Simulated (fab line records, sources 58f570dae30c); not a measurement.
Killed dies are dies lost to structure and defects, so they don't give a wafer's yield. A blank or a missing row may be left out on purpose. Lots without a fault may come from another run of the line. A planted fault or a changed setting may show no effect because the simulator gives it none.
A struck lot beside a sound one | flow berkeley_cmos170 | 14 steps out of a route of 331
Sound: wafers L405.1, L405.2, L405.3. Struck: wafers L406.1, L406.2, L406.4. The cause comes at the end.
At each step with rows: each side's tool, then ch and its chambers, then its first start. Under that, the readings that differ: sound wafers | struck wafers | difference of the means | sigmas: that difference in standard deviations of wafers without a fault.
alike: readings whose means differ by less than 2 such deviations, and words and numbers that are the same on both sides. not compared: withheld readings, readings that some wafer has no value for, bounds like >300 that may hide the same value, and numbers for which the record gives no deviation and whose values overlap.
The two part at a step that has a row with sigmas, a row that says differs or no value, or rows on one side only. Numbers that don't overlap but have no deviation are shown without sigmas and don't part them. A reading that every wafer of one side lacks parts them only if that side has two wafers or more.

UCB170_PFIELD_TW_MEAS_09:
  sound on film_metro-01, day 4 16:34; struck on film_metro-03, day 5 01:23
  alike: PFIELD_TW
then, 2 steps without rows for these wafers: UCB170_FIELD_CLEAN_00 (cleans in dHF, time 7.5 s); UCB170_FIELD_OXIDATION_01 (target thk 558.3 nm, ox time 7200 s).
UCB170_FIELD_THK_MEAS_02:
  sound on film_metro-04, day 4 21:04; struck on film_metro-04, day 5 07:10
  alike: FIELD_OXIDE_THK
then, 4 steps without rows for these wafers: UCB170_FIELD_ANNEAL_03 (time 1200 s); UCB170_FIELD_WET_ETCH_04 (etches SiO2 in dHF, time 60 s); UCB170_FIELD_WET_ETCH_05 (etches Si3N4 in H3PO4, time 12600 s); UCB170_FIELD_WET_ETCH_06 (etches SiO2 in BOE, time 22 s).
UCB170_FIELD_THK_MEAS_90:
  sound on film_metro-04, day 5 03:14; struck on film_metro-03, day 5 18:31
  alike: FIELD_OXIDE_LEFT_1_THK
then, 2 steps without rows for these wafers: UCB170_SACOX_CLEAN_00 (cleans in dHF, time 7.5 s); UCB170_SACOX_OXIDATION_01 (target thk 14.4 nm, ox time 2400 s).
UCB170_SACOX_THK_MEAS_02:
  sound on film_metro-04, day 5 09:34; struck on film_metro-03, day 5 22:22
  alike: SACOX_OXIDE_THK
UCB170_SCREENOX_WET_ETCH_00: etches SiO2 in dHF, time 200 s.
  sound on wet_bench-01 ch 2, day 5 09:38; struck on wet_bench-01 ch 0, day 5 22:26
  no value came back on the struck wafers for bath_heat_duty_pct (%), run_length_s (s), time_s (s); on the sound wafers bath_heat_duty_pct (%) reads 7.2 5.4 6.0
  reading                                      | sound | struck            | difference | sigmas
  model.SiO2_of_SACOX_OXIDATION_01.thk_nm (nm) | 0 0 0 | 14.35 14.39 14.31 | +14.35     |
then, 1 step without rows for these wafers: UCB170_SCREENOX_OXIDATION_01 (target thk 14.4 nm, ox time 2400 s).

WHERE THEY PART
Only at UCB170_SCREENOX_WET_ETCH_00, within this record.

WHY: what the simulator had put in
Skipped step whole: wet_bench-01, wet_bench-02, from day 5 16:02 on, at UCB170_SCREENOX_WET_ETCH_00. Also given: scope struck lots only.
